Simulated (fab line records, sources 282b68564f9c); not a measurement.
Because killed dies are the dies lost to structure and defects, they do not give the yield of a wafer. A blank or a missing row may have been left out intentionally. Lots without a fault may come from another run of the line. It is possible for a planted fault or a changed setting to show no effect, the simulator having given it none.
Which tool was responsible? :: flow rit_cmos :: 14 lots, 42 wafers sampled, at 4 steps of a route of 202

WHAT THE GAUGES READ, wafer by wafer
RIT_ACTIVE_THK_MEAS_02.
lot: L537
measured: day 1 12:04
on: film_metro-02
ACTIVE_OXIDE_THK (nm): 47.0 46.9 46.4

lot: L538
measured: day 1 17:05
on: film_metro-02
ACTIVE_OXIDE_THK (nm): 46.7 46.1 47.1

lot: L540
measured: day 2 03:03
on: film_metro-02
ACTIVE_OXIDE_THK (nm): 45.6 45.8 46.4

lot: L541
measured: day 2 08:03
on: film_metro-03
ACTIVE_OXIDE_THK (nm): 46.7 46.0 46.0

lot: L543
measured: day 2 18:04
on: film_metro-02
ACTIVE_OXIDE_THK (nm): 46.9 47.6 46.5

lot: L544
measured: day 2 23:03
on: film_metro-02
ACTIVE_OXIDE_THK (nm): 46.5 46.1 46.1

lot: L545
measured: day 3 04:04
on: film_metro-03
ACTIVE_OXIDE_THK (nm): 46.4 45.8 46.6

lot: L546
measured: day 3 11:52
on: film_metro-04
ACTIVE_OXIDE_THK (nm): 46.6 46.6 46.3

lot: L547
measured: day 3 14:03
on: film_metro-03
ACTIVE_OXIDE_THK (nm): 46.8 46.7 46.9

lot: L550
measured: day 4 05:03
on: film_metro-02
ACTIVE_OXIDE_THK (nm): 46.9 46.1 45.9

lot: L551
measured: day 4 10:03
on: film_metro-04
ACTIVE_OXIDE_THK (nm): 47.2 46.9 47.0

lot: L553
measured: day 4 20:37
on: film_metro-04
ACTIVE_OXIDE_THK (nm): 46.4 47.1 46.4

lot: L559
measured: day 6 02:04
on: film_metro-02
ACTIVE_OXIDE_THK (nm): 45.6 44.9 45.0

lot: L560
measured: day 6 07:04
on: film_metro-02
ACTIVE_OXIDE_THK (nm): 45.9 46.0 46.2

RIT_SPACER_THK_MEAS_04.
lot: L537
measured: day 3 00:49
on: film_metro-01
SPACER_NITRIDE_THK (nm): 247.2 248.8 248.9

lot: L538
measured: day 3 07:23
on: film_metro-01
SPACER_NITRIDE_THK (nm): 245.3 245.3 246.9

lot: L540
measured: day 3 13:25
on: film_metro-04
SPACER_NITRIDE_THK (nm): 248.3 249.8 247.8

lot: L541
measured: day 4 02:42
on: film_metro-04
SPACER_NITRIDE_THK (nm): 252.6 252.3 251.4

lot: L543
measured: day 4 05:22
on: film_metro-01
SPACER_NITRIDE_THK (nm): 247.9 248.4 247.5

lot: L544
measured: day 4 09:17
on: film_metro-04
SPACER_NITRIDE_THK (nm): 248.6 249.3 247.6

lot: L545
measured: day 4 15:56
on: film_metro-04
SPACER_NITRIDE_THK (nm): 250.0 250.0 251.6

lot: L546
measured: day 5 00:01
on: film_metro-04
SPACER_NITRIDE_THK (nm): 248.9 249.9 249.5

lot: L547
measured: day 5 01:17
on: film_metro-03
SPACER_NITRIDE_THK (nm): 250.5 249.9 251.3

lot: L550
measured: day 5 15:11
on: film_metro-04
SPACER_NITRIDE_THK (nm): 246.3 249.5 248.6

lot: L551
measured: day 5 23:22
on: film_metro-04
SPACER_NITRIDE_THK (nm): 494.4 497.6 494.2

lot: L553
measured: day 6 09:20
on: film_metro-03
SPACER_NITRIDE_THK (nm): 492.1 490.8 491.4

lot: L559
measured: day 7 14:05
on: film_metro-03
SPACER_NITRIDE_THK (nm): 252.8 249.1 252.4

lot: L560
measured: day 7 18:02
on: film_metro-03
SPACER_NITRIDE_THK (nm): 249.4 250.3 251.7

WHICH TOOL RAN EACH LOT (tool, then ch and the chambers of the sampled wafers, then the start)
lot: L537
RIT_ACTIVE_STRIP_14: plasma_asher-01 ch 0,1, day 1 14:50
RIT_SPACER_CVD_03: lpcvd-02 ch 0, day 2 22:53

lot: L538
RIT_ACTIVE_STRIP_14: plasma_asher-01 ch 0,1, day 1 20:02
RIT_SPACER_CVD_03: lpcvd-02 ch 1, day 3 05:27

lot: L540
RIT_ACTIVE_STRIP_14: plasma_asher-01 ch 0,1, day 2 05:59
RIT_SPACER_CVD_03: lpcvd-02 ch 0, day 3 11:29

lot: L541
RIT_ACTIVE_STRIP_14: plasma_asher-03 ch 0,1, day 2 10:58
RIT_SPACER_CVD_03: lpcvd-01 ch 1, day 4 00:47

lot: L543
RIT_ACTIVE_STRIP_14: plasma_asher-02 ch 0,1, day 2 21:01
RIT_SPACER_CVD_03: lpcvd-02 ch 0, day 4 03:27

lot: L544
RIT_ACTIVE_STRIP_14: plasma_asher-02 ch 1, day 3 01:53
RIT_SPACER_CVD_03: lpcvd-02 ch 0, day 4 07:22

lot: L545
RIT_ACTIVE_STRIP_14: plasma_asher-01 ch 0,1, day 3 06:50
RIT_SPACER_CVD_03: lpcvd-02 ch 0, day 4 14:00

lot: L546
RIT_ACTIVE_STRIP_14: plasma_asher-01 ch 0,1, day 3 16:25
RIT_SPACER_CVD_03: lpcvd-02 ch 0, day 4 22:05

lot: L547
RIT_ACTIVE_STRIP_14: plasma_asher-01 ch 0,1, day 3 17:33
RIT_SPACER_CVD_03: lpcvd-01 ch 1, day 4 23:22

lot: L550
RIT_ACTIVE_STRIP_14: plasma_asher-01 ch 0,1, day 4 08:55
RIT_SPACER_CVD_03: lpcvd-02 ch 0, day 5 13:16

lot: L551
RIT_ACTIVE_STRIP_14: plasma_asher-01 ch 0,1, day 4 13:41
RIT_SPACER_CVD_03: lpcvd-01 ch 0, day 5 19:22

lot: L553
RIT_ACTIVE_STRIP_14: plasma_asher-02 ch 0,1, day 4 23:24
RIT_SPACER_CVD_03: lpcvd-02 ch 0, day 6 05:19

lot: L559
RIT_ACTIVE_STRIP_14: plasma_asher-01 ch 0,1, day 6 05:04
RIT_SPACER_CVD_03: lpcvd-01 ch 0, day 7 11:11

lot: L560
RIT_ACTIVE_STRIP_14: plasma_asher-01 ch 0,1, day 6 10:02
RIT_SPACER_CVD_03: lpcvd-02 ch 0, day 7 16:05
- RIT_ACTIVE_STRIP_14: strips in O2, time 180 s.
- RIT_SPACER_CVD_03: deposits Si3N4 from SiH2Cl2/NH3, target thk 250 nm, time 3300 s.

AS READ BY THE TOOLS THEMSELVES (means over the sampled wafers that have a number; for cases with no such wafer, the mark the record gives instead)
RIT_ACTIVE_STRIP_14.
lot: L537
tool: plasma_asher-01
drypump_motor_current_A (A): 6.0
o2_flow_sccm (sccm): 4005

lot: L538
tool: plasma_asher-01
drypump_motor_current_A (A): 5.5
o2_flow_sccm (sccm): 4002

lot: L540
tool: plasma_asher-01
drypump_motor_current_A (A): 6.0
o2_flow_sccm (sccm): 4004

lot: L541
tool: plasma_asher-03
drypump_motor_current_A (A): 5.5
o2_flow_sccm (sccm): 4013

lot: L543
tool: plasma_asher-02
drypump_motor_current_A (A): 5.8
o2_flow_sccm (sccm): 4016

lot: L544
tool: plasma_asher-02
drypump_motor_current_A (A): 4.9
o2_flow_sccm (sccm): 3992

lot: L545
tool: plasma_asher-01
drypump_motor_current_A (A): 5.5
o2_flow_sccm (sccm): 4004

lot: L546
tool: plasma_asher-01
drypump_motor_current_A (A): 6.0
o2_flow_sccm (sccm): 3995

lot: L547
tool: plasma_asher-01
drypump_motor_current_A (A): 6.0
o2_flow_sccm (sccm): 3997

lot: L550
tool: plasma_asher-01
drypump_motor_current_A (A): 5.5
o2_flow_sccm (sccm): 3994

lot: L551
tool: plasma_asher-01
drypump_motor_current_A (A): 6.0
o2_flow_sccm (sccm): 4005

lot: L553
tool: plasma_asher-02
drypump_motor_current_A (A): 5.8
o2_flow_sccm (sccm): 4005

lot: L559
tool: plasma_asher-01
drypump_motor_current_A (A): 5.5
o2_flow_sccm (sccm): 4004

lot: L560
tool: plasma_asher-01
drypump_motor_current_A (A): 6.0
o2_flow_sccm (sccm): 4003

RIT_SPACER_CVD_03.
lot: L537
tool: lpcvd-02
spike_tc_load_C (C): 829.0

lot: L538
tool: lpcvd-02
spike_tc_load_C (C): 829.0

lot: L540
tool: lpcvd-02
spike_tc_load_C (C): 829.3

lot: L541
tool: lpcvd-01
spike_tc_load_C (C): 832.8

lot: L543
tool: lpcvd-02
spike_tc_load_C (C): 829.5

lot: L544
tool: lpcvd-02
spike_tc_load_C (C): 828.4

lot: L545
tool: lpcvd-02
spike_tc_load_C (C): 829.9

lot: L546
tool: lpcvd-02
spike_tc_load_C (C): 829.4

lot: L547
tool: lpcvd-01
spike_tc_load_C (C): 832.5

lot: L550
tool: lpcvd-02
spike_tc_load_C (C): 830.0

lot: L551
tool: lpcvd-01
spike_tc_load_C (C): 834.5

lot: L553
tool: lpcvd-02
spike_tc_load_C (C): 830.7

lot: L559
tool: lpcvd-01
spike_tc_load_C (C): 834.6

lot: L560
tool: lpcvd-02
spike_tc_load_C (C): 829.3

THE ANSWER, worked out from the rows above alone
Rule: the lots themselves supply what counts as usual. Put in order of their means at a reading, lots are off if they are a third of the lots or fewer, leave a main group of 4 or more, and stand apart from it by a gap of 3 or more times the standard deviation of the main group's means; of several such gaps the widest counts. The tables above print the reading to a certain number of digits; a main group whose means all agree to those digits is not used. A lot without any number at a reading at which 4 lots or more have one is off too. Any other lot the step has rows for is counted as sound. The gauges are gone through in route order, then the tools' own readings, and for those a lot's mean is taken as printed above. At the first step where some lot is off, the reading lying furthest off is the one used; lots without a number count as furthest.
Off: at RIT_SPACER_THK_MEAS_04 (SPACER_NITRIDE_THK), L551, L553. Main group: mean 249.3 nm, sd 1.7.
If a tool, at a process step before that reading, ran all the lots that are off and no sound lot after the first of them, it fits. The gauges at RIT_SPACER_THK_MEAS_04 are tried like those tools. None of those tried fits.

WHAT WAS PUT IN BY THE SIMULATOR
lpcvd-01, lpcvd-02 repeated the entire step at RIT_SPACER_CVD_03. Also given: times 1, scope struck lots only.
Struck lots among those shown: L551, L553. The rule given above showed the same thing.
